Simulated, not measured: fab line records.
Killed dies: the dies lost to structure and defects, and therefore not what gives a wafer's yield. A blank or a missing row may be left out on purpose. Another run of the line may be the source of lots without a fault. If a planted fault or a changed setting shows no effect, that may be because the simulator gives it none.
Chamber matching + flow berkeley-cmos170 + cmp-01 running UCB170_V1_CMP_02: 4 sister chambers
The step polishes SiO2. 16 wafers are shown with their chamber, then 8 later ones without.

== WAFERS, EACH WITH ITS CHAMBER ==
| wafer  | chamber | motor-current-A (A) | platen-rpm (rpm) |
|--------|---------|---------------------|------------------|
| L815.2 | 3       | 19.6                | 60.01            |
| L815.3 | 1       | 16.2                | 60.05            |
| L815.6 | 3       | 18.3                | 59.94            |
| L820.2 | 2       | 15.7                | 59.94            |
| L820.3 | 0       | 15.3                | 60.07            |
| L820.5 | 0       | 15.6                | 60.03            |
| L826.1 | 3       | 19.3                | 60.08            |
| L826.3 | 2       | 16.2                | 60.03            |
| L826.4 | 1       | 17.1                | 60.05            |
| L827.2 | 0       | 15.6                | 59.94            |
| L827.3 | 2       | 14.8                | 59.97            |
| L827.5 | 3       | 18.3                | 59.99            |
| L829.3 | 3       | 18.1                | 60.06            |
| L829.4 | 1       | 17.2                | 60.03            |
| L829.5 | 3       | 18.8                | 60.01            |
| L830.1 | 0       | 15.7                | 60.00            |

SIGNATURES (averages over the wafers above)
| reading         | chamber 0 | chamber 1 | chamber 2 | chamber 3 | scatter within a chamber |
|-----------------|-----------|-----------|-----------|-----------|--------------------------|
| motor-current-A | 15.550    | 16.833    | 15.567    | 18.733    | 0.544                    |
| platen-rpm      | 60.0100   | 60.0433   | 59.9800   | 60.0150   | 0.0466                   |
Rule: a wafer's distance from a chamber is the root of the sum, over the readings, of the square of ((its reading less the chamber's mean) divided by the reading's scatter). The wafer belongs to the nearest chamber; if the next one is less than 2 further off, it can't be placed. How the scatter is found: for the shown wafers, subtract from each reading the mean of its chamber, square and add these, divide the total by (wafers less chambers), then take the root.

== WAFERS WITH NO CHAMBER GIVEN ==
| wafer  | motor-current-A (A) | platen-rpm (rpm) |
|--------|---------------------|------------------|
| L830.3 | 15.2                | 59.93            |
| L830.6 | 15.5                | 59.96            |
| L828.1 | 14.9                | 60.01            |
| L828.4 | 15.1                | 60.00            |
| L828.5 | 16.0                | 59.97            |
| L834.3 | 18.3                | 59.93            |
| L834.5 | 14.9                | 59.98            |
| L834.6 | 16.6                | 60.03            |

== THE CHAMBER EACH PASSED THROUGH ==
| wafer  | from the rows above          | in truth |
|--------|------------------------------|----------|
| L830.3 | can't be placed: 2 or 0      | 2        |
| L830.6 | can't be placed: 2 or 0      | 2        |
| L828.1 | can't be placed: 0 or 2      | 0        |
| L828.4 | can't be placed: 0 or 2      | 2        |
| L828.5 | can't be placed: 2 or 0 or 1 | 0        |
| L834.3 | can't be placed: 3 or 1      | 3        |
| L834.5 | can't be placed: 2 or 0      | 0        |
| L834.6 | can't be placed: 1 or 0 or 2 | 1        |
0 of 8 placed correctly. Unplaceable from these rows: 8, with the true chamber sitting among the candidates in 8. Wrongly placed: 0.
